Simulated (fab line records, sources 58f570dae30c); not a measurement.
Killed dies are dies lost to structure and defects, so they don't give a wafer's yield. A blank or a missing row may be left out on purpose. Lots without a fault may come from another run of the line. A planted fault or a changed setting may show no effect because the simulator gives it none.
Which tool did it? | flow berkeley_cmos170 | 14 lots, 42 wafers sampled, at 4 steps of a route of 331

WHAT THE GAUGES READ, wafer by wafer
UCB170_ACTIVE_THK_MEAS_06. Usual: ACTIVE_NITRIDE_THK 220.4 nm, standard deviation 2.3.
lot  | measured    | on            | ACTIVE_NITRIDE_THK (nm) | flag
L959 | day 4 02:15 | film_metro-02 | 219.0 221.1 220.8       |
L963 | day 4 22:50 | film_metro-03 | 214.8 215.7 215.0       |
L964 | day 5 02:10 | film_metro-03 | 222.6 222.6 221.9       |
L966 | day 5 20:29 | film_metro-03 | 220.7 220.9 222.4       |
L967 | day 5 20:31 | film_metro-02 | 222.2 221.9 221.3       |
L968 | day 5 22:25 | film_metro-03 | 220.9 219.0 219.8       |
L969 | day 6 07:15 | film_metro-03 | 219.7 218.4 217.6       |
L973 | day 7 01:34 | film_metro-04 | 220.2 218.6 219.0       |
L974 | day 7 05:36 | film_metro-02 | 220.9 222.7 221.3       |
L978 | day 7 19:43 | film_metro-03 | 218.8 218.0 217.7       |
L979 | day 8 05:17 | film_metro-04 | 223.3 223.6 222.1       |
L980 | day 8 10:30 | film_metro-04 | 222.8 223.2 222.8       |
L981 | day 8 10:32 | film_metro-02 | 219.4 222.9 221.2       |
L982 | day 8 17:58 | film_metro-04 | 219.6 221.3 221.3       |

UCB170_NSD_CD_MEAS_06: target cd 1200 nm. Usual: cd_nm 1200.3 nm, standard deviation 1.4.
lot  | measured     | on        | cd_nm (nm)                                | flag
L959 | day 6 17:52  | cd_sem-02 | 1198.7 1198.3 1196.7                      |
L963 | day 7 05:56  | cd_sem-02 | 1202.8 1202.5 1202.4                      |
L964 | day 7 15:32  | cd_sem-01 | 1200.3 1200.7 1199.5                      |
L966 | day 8 11:07  | cd_sem-01 | 1199.2 1199.3 1199.8                      |
L967 | day 8 12:14  | cd_sem-02 | 1198.6 1198.1 1198.7                      |
L968 | day 8 12:04  | cd_sem-01 | 1200.9 1199.9 1200.3                      |
L969 | day 8 13:42  | cd_sem-01 | 1201.2 1201.7 1201.7                      |
L973 | day 9 12:02  | cd_sem-02 | 1199.9 1200.5 1199.9                      |
L974 | day 9 17:39  | cd_sem-02 | 1202.3 1200.4 1200.8                      |
L978 | day 10 04:04 | cd_sem-01 | 1208.4 1209.0 1208.4 1208.6 1208.5 1207.8 | OFF
L979 | day 10 15:17 | cd_sem-02 | 1208.3 1206.5 1206.9 1208.1 1206.8 1207.1 | OFF
L980 | day 11 03:49 | cd_sem-01 | 1200.8 1201.4 1199.1                      |
L981 | day 11 03:07 | cd_sem-01 | 1198.0 1199.3 1199.8                      |
L982 | day 11 03:17 | cd_sem-02 | 1199.5 1197.6 1198.7                      |

UCB170_CONTACT_OVL_MEAS_16. Usual: CONTACT_OVL 2 nm, standard deviation 5.3.
lot  | measured     | on         | CONTACT_OVL (nm) | flag
L959 | day 7 00:41  | overlay-02 | 4 0 6            |
L963 | day 7 12:58  | overlay-02 | 1 -4 3           |
L964 | day 7 22:18  | overlay-02 | 2 -3 8           |
L966 | day 8 18:07  | overlay-02 | 0 3 7            |
L967 | day 8 20:14  | overlay-02 | 4 6 7            |
L968 | day 8 20:08  | overlay-02 | -2 -2 7          |
L969 | day 8 20:42  | overlay-02 | 6 4 7            |
L973 | day 9 19:03  | overlay-01 | -3 11 13         |
L974 | day 10 01:34 | overlay-01 | -3 0 -4          |
L978 | day 10 21:26 | overlay-02 | 0 2 8            |
L979 | day 11 07:19 | overlay-01 | 0 3 4            |
L980 | day 11 11:36 | overlay-02 | -2 1 -2          |
L981 | day 11 11:54 | overlay-01 | 3 2 -8           |
L982 | day 11 11:19 | overlay-01 | 3 10 -1          |

WHICH TOOL RAN EACH LOT (tool, then ch and the chambers of the sampled wafers, then the start)
lot  | UCB170_NSD_PEB_04
L959 | litho_track-03 ch 0, day 6 17:35
L963 | litho_track-01 ch 0, day 7 05:40
L964 | litho_track-02 ch 0, day 7 15:16
L966 | litho_track-01 ch 0, day 8 10:50
L967 | litho_track-03 ch 0, day 8 11:59
L968 | litho_track-02 ch 0, day 8 11:47
L969 | litho_track-03 ch 0, day 8 13:26
L973 | litho_track-03 ch 0, day 9 11:46
L974 | litho_track-01 ch 0, day 9 17:17
L978 | litho_track-03 ch 0, day 10 03:46
L979 | litho_track-03 ch 0, day 10 15:01
L980 | litho_track-02 ch 0, day 11 03:32
L981 | litho_track-02 ch 0, day 11 02:50
L982 | litho_track-01 ch 0, day 11 03:00
- UCB170_NSD_PEB_04

WHAT THE TOOLS THEMSELVES READ (means of the sampled wafers that have a number; where no wafer has one, the mark that the record gives instead)
The record holds no such reading with a usual standard deviation.

THE ANSWER, worked out from the rows above alone
Rule: a lot is off if the mean of its wafers that have a number lies more than 3 standard deviations from the usual mean. A lot without any number at a reading at which 4 lots or more have one is off too. The other lots that the step has rows for count as sound. The gauges are gone through in route order, then the tools' own readings, and for those a lot's mean is taken as printed above. The first step at which some lot is off is used, and at that step the reading that is off furthest; a lot without a number counts as furthest.
Off: L978, L979, at UCB170_NSD_CD_MEAS_06 (cd_nm).
A tool fits if, at a process step before that reading, it ran every lot that is off, and no sound lot after the first of them. The gauges at UCB170_NSD_CD_MEAS_06 are tried like those tools. One fits: litho_track-03 at UCB170_NSD_PEB_04. Its last sound lot is L973 (day 9 11:46), its first lot that is off L978 (day 10 03:46): a fault that began between those two fits.

WHAT THE SIMULATOR HAD PUT IN
Process parameter drift: litho_track-03, from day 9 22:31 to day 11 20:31, at UCB170_NSD_PEB_04. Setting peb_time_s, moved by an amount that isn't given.
Lots struck among those shown: L978, L979. The rule above found the same.
